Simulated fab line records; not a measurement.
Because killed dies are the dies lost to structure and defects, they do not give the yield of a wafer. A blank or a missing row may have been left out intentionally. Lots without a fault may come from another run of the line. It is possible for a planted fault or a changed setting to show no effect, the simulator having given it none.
Split-lot study	flow rit-cmos	23 wafers read across 5 lots, on a route 202 steps long

## ABOUT THE SPLIT
At RIT_M1_METAL_ETCH_12 (etches Al in Cl2/BCl3, stops on SiO2, time 165 s, target depth 600 nm), the setting time-s was moved away from the recipe's 165 s on 10 of the 23 wafers read, by -14.6% to +11.6%. The other wafers ran this setting at the recipe's value.

The reading is taken at the split's own step.

## THE READING
NOVOLAK_of_M1_COAT_04.thk-nm (the simulator's own value, which no gauge read), in nm, at RIT_M1_METAL_ETCH_12 (etches Al in Cl2/BCl3, stops on SiO2, time 165 s, target depth 600 nm). The file gives no usual value for it. The 13 wafers here that ran the recipe average 804.5 nm, standard deviation 6.5 nm.

wafer	tool, chamber at the split	time-s as run, s	against the recipe	NOVOLAK_of_M1_COAT_04.thk-nm, nm	against lot-mates on the recipe
L074.1	rie-metal-02, 0	165	recipe	810.7	-
L074.2	rie-metal-02, 1	165	recipe	806.1	-
L074.4	rie-metal-02, 1	140.9	-14.6%	851.3	+42.9
L074.5	rie-metal-02, 0	140.9	-14.6%	856.3	+47.9
L074.6	rie-metal-02, 1	140.9	-14.6%	850.1	+41.7
L078.1	rie-metal-04, 1	184.1	+11.6%	774.6	-28.3
L078.2	rie-metal-04, 0	165	recipe	800.9	-
L078.3	rie-metal-04, 1	184.1	+11.6%	770.6	-32.3
L078.4	rie-metal-04, 0	184.1	+11.6%	758.9	-44.0
L078.5	rie-metal-04, 0	165	recipe	804.9	-
L081.4	rie-metal-04, 1	165	recipe	812.4	-
L081.5	rie-metal-04, 1	165	recipe	809.9	-
L081.6	rie-metal-04, 0	165	recipe	799.9	-
L082.1	rie-metal-03, 0	178.6	+8.2%	761	-39.2
L082.3	rie-metal-03, 1	165	recipe	812.3	-
L082.4	rie-metal-03, 0	165	recipe	791.5	-
L082.5	rie-metal-03, 0	165	recipe	796.8	-
L082.6	rie-metal-03, 1	178.6	+8.2%	791.1	-9.1
L083.1	rie-metal-02, 0	165	recipe	809.1	-
L083.2	rie-metal-02, 1	148.8	-9.8%	836.2	+32.0
L083.3	rie-metal-02, 1	165	recipe	796.2	-
L083.4	rie-metal-02, 0	148.8	-9.8%	841.9	+37.7
L083.5	rie-metal-02, 0	165	recipe	807.2	-

FIT RESULTS
A straight line over all 23 wafers: NOVOLAK_of_M1_COAT_04.thk-nm changes by -3.3 nm for each +1% of time-s; r = -0.96; the points scatter about the line by 7.6 nm.
The same after taking each lot's own level away (the mean of its wafers on the recipe; 23 wafers): -3.08 nm for each +1%; r = -0.96; scatter 7.3 nm.
On that fit, the largest move of time-s shifts the reading by 45 nm.
The lots' own levels span 800.20 to 808.40 nm, that is 1.3 times the standard deviation above.
Hence the lot-to-lot level has little effect on the slope; both slopes agree.
Check: for one of the wafers moved furthest among these (-14.6%), held out of the fit, the line's prediction against its lot-mates is +46.1 nm. Against them it came out at +42.9 nm.

## THE OTHER SPLITS THESE WAFERS WENT THROUGH
Note: prior to the reading, these wafers also went through further splits. Each is held against what the fit with the lots' levels taken away leaves over:
other split on the same wafers	wafers away from the commonest value	r with NOVOLAK_of_M1_COAT_04.thk-nm (lot level and that fit taken away)
RIT_SPACER_CVD_03 time-s	15	+0.04
RIT_PSD_COAT_01 spin-rpm	5	-0.03
RIT_PSD_HARDBAKE_07 temp-c	7	-0.27
RIT_SDANNEAL_CLEAN_01 time-s	10	-0.08
RIT_CONTACT_CVD_00 time-s	5	+0.14
RIT_CONTACT_DEVELOP_07 develop-time-s	12	-0.13
RIT_CONTACT_ETCH_11 over-etch-frac	9	+0.03
RIT_M1_EXPOSE_06 dose-mj	7	+0.24

## THE FILE'S OWN FIT
NOVOLAK_of_M1_COAT_04.thk-nm changes by -3.11 nm for each +1% of time-s, r = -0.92.
